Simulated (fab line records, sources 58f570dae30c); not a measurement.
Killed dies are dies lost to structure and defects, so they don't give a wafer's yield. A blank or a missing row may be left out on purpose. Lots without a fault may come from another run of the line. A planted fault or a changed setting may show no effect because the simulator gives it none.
Problem report in the 8D (eight disciplines) form, filled by code | flow berkeley_cmos170 | the parts of the form that need people (team, actions taken, sign-off) are left out

1. THE PROBLEM
oes_product_au at UCB170_M3_STRIP_19 reads a mean of 0.464 a.u. on 6 wafers of 2 lots; wafers without a fault read 0.538 a.u. with a standard deviation of 0.011. That is -6.7 standard deviations from the usual mean.
The step: strips in O2.
First seen on wafer L503.1, day 10 05:01, on plasma_asher-02. The record holds 42 wafers of 14 lots with a number at this step. Rule for "out", or "out of limits": more than 4 standard deviations from the usual mean. The other wafers with a number count as sound.

2. WHAT IT IS AND WHAT IT IS NOT
question                    | is                               | is not
which readings at this step | oes_product_au                   | chamber_pressure_mTorr, drypump_motor_current_A
which lots                  | L503, L505                       | L492, L493, L494, L495, L497, L498, L507, L509, L510, L511, L512, L514
which wafers of those lots  | all that have a number           | -
read on which tools         | plasma_asher-02, plasma_asher-04 | plasma_asher-01
when                        | from day 10 05:01                | up to then (18 sound wafers); but 18 sound wafers of L507, L509, L510, L511, L512, L514 came after

3. SUSPECTS, AND WHAT RULES EACH OUT
Counting: a tool at a process step up to the reading stays a suspect if it ran every lot that is out and no sound lot after the first of them.
- rie_metal-01 at UCB170_M3_METAL_ETCH_18 (etches Al in Cl2/BCl3, stops on SiO2, target depth 1170 nm, time 195 s): kept. It ran every lot that is out, first L503 (day 10 04:49), and no sound lot after that; its last sound lot up to then is L498 (day 9 06:20).
Left after counting: rie_metal-01 at UCB170_M3_METAL_ETCH_18.

4. THE CAUSE (what the simulator had put in)
Process parameter drift: rie_metal-01, from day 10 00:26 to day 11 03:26, at UCB170_M3_METAL_ETCH_18. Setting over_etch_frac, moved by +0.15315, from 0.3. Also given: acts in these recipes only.
Counting left only this tool.

5. THE CHAIN OF EFFECTS, in route order
Each row: a reading whose mean over the struck wafers that have a number lies more than 3 standard deviations from the usual. Only readings for which the record gives a usual standard deviation are gone through. hours: the time from each lot's start at the first step in this table that gives one to its start at this step, as a median over the lots. sigmas: the change in usual standard deviations.
hours | step               | reading        | usual      | on struck wafers | change | sigmas
0     | UCB170_M3_STRIP_19 | oes_product_au | 0.538 a.u. | 0.464            | -0.074 | -6.7
The process steps in it:
- UCB170_M3_STRIP_19: strips in O2.

6. WHAT WOULD HAVE CAUGHT IT SOONER
In this record the first reading out of limits was taken at day 10 05:01, 5 hours after the fault began at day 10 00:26.
Of the tool readings at UCB170_M3_METAL_ETCH_18 for which the record gives a usual standard deviation, none was out on any struck wafer, so an alarm limit of 4 standard deviations on them would not have fired.
Of the lots that are out (2), L505 began UCB170_M3_METAL_ETCH_18 on rie_metal-01 after day 10 05:01. A hold on the tool at that time would have spared it.
